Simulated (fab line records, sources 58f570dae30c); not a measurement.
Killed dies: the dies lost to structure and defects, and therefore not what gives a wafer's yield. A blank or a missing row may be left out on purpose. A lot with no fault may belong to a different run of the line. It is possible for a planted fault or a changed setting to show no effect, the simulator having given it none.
2 desks looking at one fault -- flow berkeley cmos170 -- each desk holds nothing but its own numbers, with what lay behind them at the end

## AT THE TOOL OWNER'S DESK: implanter-03
For each lot that ran on this tool, the mean over its sampled wafers that have a number, from the tool's own readings at UCB170_PSD_IMPLANT_08. The brackets show how far a lot's mean lies from the usual mean; more than 4 standard deviations puts the lot out of limits, marked OUT.
Columns: A = tilt deg at UCB170_PSD_IMPLANT_08, usual 7.001 degrees
lot,first seen here,A
L137,day 8 13:41,6.993
L143,day 9 01:39,7.009
L144,day 9 13:47,6.962
L146,day 9 23:41,6.979
L152,day 11 13:57,7.259 (+14) OUT
L154,day 11 14:26,7.247 (+13) OUT
Finding of this desk: L152, L154 out of limits; the first was L152 at day 11 13:57, on tilt deg at UCB170_PSD_IMPLANT_08. L137, L143, L144, L146 stayed within limits.

## METROLOGY DESK
Lot by lot, what the gauges showed, no matter which tool ran the lot: averages of those sampled wafers that carry a number. The brackets show how far a lot's mean lies from the usual mean; more than 4 standard deviations puts the lot out of limits, marked OUT.
Columns: A = GATE_OXIDE_THK at UCB170_GATE_THK_MEAS_02, usual 6.57 nm
lot,first seen here,A
L135,day 7 06:51,6.31
L136,day 7 12:32,6.52
L137,day 7 20:02,6.45
L138,day 7 20:03,6.59
L139,day 7 20:04,6.34
L143,day 8 04:03,6.61
L140,day 8 04:04,6.47
L144,day 8 18:45,6.57
L146,day 9 05:20,6.65
L152,day 10 16:37,6.64
L154,day 10 16:38,6.47
L153,day 10 16:41,6.43
L156,day 11 14:48,6.50
L158,day 12 01:47,6.43
This desk found nothing out of limits on any of the 14 lots.

## ALL TOGETHER
An alarm could have come from the tool owner's desk at day 11 13:57, on L152, L154.
At the metrology desk, nothing out of limits was observed.
The metrology desk has L152, L154 on record, within its limits.
On implanter-03, each named lot ran UCB170_PSD_IMPLANT_08.

## WHAT THE SIMULATOR HAD INSERTED
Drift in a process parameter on implanter-03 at UCB170_PSD_IMPLANT_08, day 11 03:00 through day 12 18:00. Setting tilt deg shifted by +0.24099 from 7. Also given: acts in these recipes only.
Struck lots among those shown: L152, L154.
Time in hours from fault onset to the first out-of-limits reading at each desk: the tool owner's desk, 11.
